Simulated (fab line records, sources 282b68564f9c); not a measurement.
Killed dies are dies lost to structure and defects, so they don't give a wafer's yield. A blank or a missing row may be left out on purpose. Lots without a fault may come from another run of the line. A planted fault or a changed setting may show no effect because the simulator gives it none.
Split-lot experiment | flow rit_cmos | 5 lots, 23 wafers read, on a route of 202 steps

THE SPLIT
At RIT_PRETRO_COAT_01 (resist thk 1300 nm), the setting resist_thk_nm was moved away from the recipe's 1300 nm on 8 of the 23 wafers read, by +1.8% to +5.5%. The other wafers ran this setting at the recipe's value.

FROM THE SPLIT TO THE READING: what the file shows between them, 3 steps
- RIT_PRETRO_SOFTBAKE_02: time 60 s
- RIT_PRETRO_EXPOSE_03: exposes mask M5, target cd 43700 nm
- RIT_PRETRO_DEVELOP_05: develop time 68 s

THE READING
NOVOLAK_of_PRETRO_COAT_01.thk_nm (the simulator's own value, which no gauge read), in nm, at RIT_PRETRO_HARDBAKE_07 (time 120 s). The file gives no usual value for it. The 15 wafers here that ran the recipe average 1138 nm, standard deviation 4.4 nm.

wafer  | tool, chamber at the split | resist_thk_nm as run, nm | against the recipe | NOVOLAK_of_PRETRO_COAT_01.thk_nm, nm | against lot-mates on the recipe
L074.1 | litho_track-04, 0          | 1300                     | recipe             | 1137                                 | -
L074.2 | litho_track-04, 0          | 1339                     | +3.0%              | 1168                                 | +33
L074.3 | litho_track-04, 0          | 1300                     | recipe             | 1138                                 | -
L074.4 | litho_track-04, 0          | 1339                     | +3.0%              | 1171                                 | +36
L074.6 | litho_track-04, 0          | 1300                     | recipe             | 1131                                 | -
L075.2 | litho_track-04, 0          | 1300                     | recipe             | 1144                                 | -
L075.3 | litho_track-04, 0          | 1300                     | recipe             | 1144                                 | -
L075.6 | litho_track-04, 0          | 1300                     | recipe             | 1144                                 | -
L075.4 | litho_track-04, 0          | 1300                     | recipe             | 1143                                 | -
L075.5 | litho_track-04, 0          | 1300                     | recipe             | 1143                                 | -
L080.1 | litho_track-02, 0          | 1300                     | recipe             | 1134                                 | -
L080.2 | litho_track-02, 0          | 1300                     | recipe             | 1135                                 | -
L080.5 | litho_track-02, 0          | 1300                     | recipe             | 1135                                 | -
L081.1 | litho_track-02, 0          | 1323                     | +1.8%              | 1160                                 | +22
L081.3 | litho_track-02, 0          | 1323                     | +1.8%              | 1160                                 | +22
L081.2 | litho_track-02, 0          | 1323                     | +1.8%              | 1157                                 | +19
L081.4 | litho_track-02, 0          | 1300                     | recipe             | 1138                                 | -
L081.6 | litho_track-02, 0          | 1300                     | recipe             | 1138                                 | -
L082.2 | litho_track-04, 0          | 1300                     | recipe             | 1134                                 | -
L082.3 | litho_track-04, 0          | 1371                     | +5.5%              | 1195                                 | +62
L082.4 | litho_track-04, 0          | 1300                     | recipe             | 1132                                 | -
L082.5 | litho_track-04, 0          | 1371                     | +5.5%              | 1198                                 | +65
L082.6 | litho_track-04, 0          | 1371                     | +5.5%              | 1196                                 | +63

THE FIT
A straight line over all 23 wafers: NOVOLAK_of_PRETRO_COAT_01.thk_nm changes by +10.7 nm for each +1% of resist_thk_nm; r = +0.98; the points scatter about the line by 3.9 nm.
The same after taking each lot's own level away (the mean of its wafers on the recipe; 23 wafers): +11.6 nm for each +1%; r = +1.00; scatter 1.5 nm.
On that fit, the largest move of resist_thk_nm shifts the reading by 63 nm.
The lots' own levels span 1133.0 to 1143.6 nm, that is 2.4 times the standard deviation above.
So the lot-to-lot level changes the slope little: the two slopes agree.
Check: with one of the wafers moved furthest among these (+5.5%) left out of the fit, the line predicts +63.7 nm for it against its lot-mates. It came out at +62 nm against them.

OTHER SPLITS ON THESE WAFERS
These wafers also went through other splits before the reading. Each is held against what the fit with the lots' levels taken away leaves over:
other split on the same wafers   | wafers away from the commonest value | r with NOVOLAK_of_PRETRO_COAT_01.thk_nm (lot level and that fit taken away)
RIT_ACTIVE_OXIDATION_01 temp_c   | 15                                   | -0.03
RIT_ACTIVE_EXPOSE_08 dose_mj     | 6                                    | +0.03
RIT_ACTIVE_ETCH_13 time_s        | 7                                    | +0.17
RIT_NWELL_COAT_01 resist_thk_nm  | 10                                   | +0.02
RIT_NWELL_IMPLANT_08 dose_cm2    | 4                                    | +0.60
RIT_PWELL_STRIP_09 o2_flow_sccm  | 9                                    | -0.20
RIT_NRETRO_IMPLANT_08 energy_kev | 8                                    | +0.27

THE WHOLE CHAIN: every reading that the file lists as answering this split, in the file's order
step                   | what it does       | reading                                                                           | change (the file's fit)              | r (the file's)
RIT_PRETRO_COAT_01     | resist thk 1300 nm | NOVOLAK_of_PRETRO_COAT_01.thk_nm (the simulator's own value, which no gauge read) | +13.4 nm for each +1% of the setting | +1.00
RIT_PRETRO_HARDBAKE_07 | time 120 s         | NOVOLAK_of_PRETRO_COAT_01.thk_nm (the simulator's own value, which no gauge read) | +11.6 nm for each +1% of the setting | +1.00

THE FILE'S OWN FIT
NOVOLAK_of_PRETRO_COAT_01.thk_nm changes by +11.6 nm for each +1% of resist_thk_nm, r = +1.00.
